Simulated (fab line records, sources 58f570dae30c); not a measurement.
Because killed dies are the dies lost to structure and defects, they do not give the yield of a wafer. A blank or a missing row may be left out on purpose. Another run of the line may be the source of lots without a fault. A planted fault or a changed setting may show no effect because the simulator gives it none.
A single fault, viewed from 2 desks    flow berkeleyCmos170    what lay behind the numbers comes last; until then each desk has only its own

DESK OF THE TOOL OWNER: implanter-03
The tool's own readings at UCB170_NLDD_IMPLANT_08, given as means over the sampled wafers that have a number, one for each lot that went through this tool. A lot is out of limits, marked OUT, if its mean lies more than 4 standard deviations from the usual mean; the brackets give that distance.
Columns: A = beamEnergyKeV at UCB170_NLDD_IMPLANT_08, usual 30.001
lot   first seen here  A
L681  day 6 18:43      30.004
L683  day 7 07:16      29.996
L686  day 7 23:48      30.001
L688  day 8 12:43      29.996
L691  day 9 03:34      29.429 (-68) OUT
L695  day 9 15:24      29.425 (-69) OUT
This desk finds L691, L695 out of limits, L691 being first, at day 9 03:34 (beamEnergyKeV at UCB170_NLDD_IMPLANT_08). In limits: L681, L683, L686, L688.

FROM THE METROLOGY DESK
Lot by lot, what the gauges showed, no matter which tool ran the lot: averages of those sampled wafers that carry a number. A lot is out of limits, marked OUT, if its mean lies more than 4 standard deviations from the usual mean; the brackets give that distance.
Columns: A = M2_OVL at UCB170_M2_OVL_MEAS_16, usual -3 nm
lot   first seen here  A
L680  day 7 11:12      -3
L679  day 7 18:17      1
L681  day 7 23:17      -5
L683  day 8 12:47      -9
L686  day 9 00:37      -7
L685  day 9 00:53      -2
L687  day 9 22:31      -2
L688  day 9 22:37      1
L691  day 10 13:53     -8
L695  day 11 02:09     -4
L696  day 11 02:25     -3
L701  day 11 21:46     -1
L698  day 11 22:08     -3
L702  day 11 23:13     -8
This desk's finding: nothing out of limits on any of the 14 lots.

TAKEN TOGETHER
On L691, L695, at day 9 03:34, an alarm was possible from the tool owner's desk.
The metrology desk saw nothing out of limits.
The metrology desk has L691, L695 on record, within its limits.
UCB170_NLDD_IMPLANT_08 was run on implanter-03 by each of the lots named.

WHAT THE SIMULATOR PUT IN
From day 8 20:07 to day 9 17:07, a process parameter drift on implanter-03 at UCB170_NLDD_IMPLANT_08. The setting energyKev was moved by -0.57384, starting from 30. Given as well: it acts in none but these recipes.
Struck lots among those shown: L691, L695.
Each desk's first reading out of limits, in hours after the fault started: the tool owner's desk, 7.
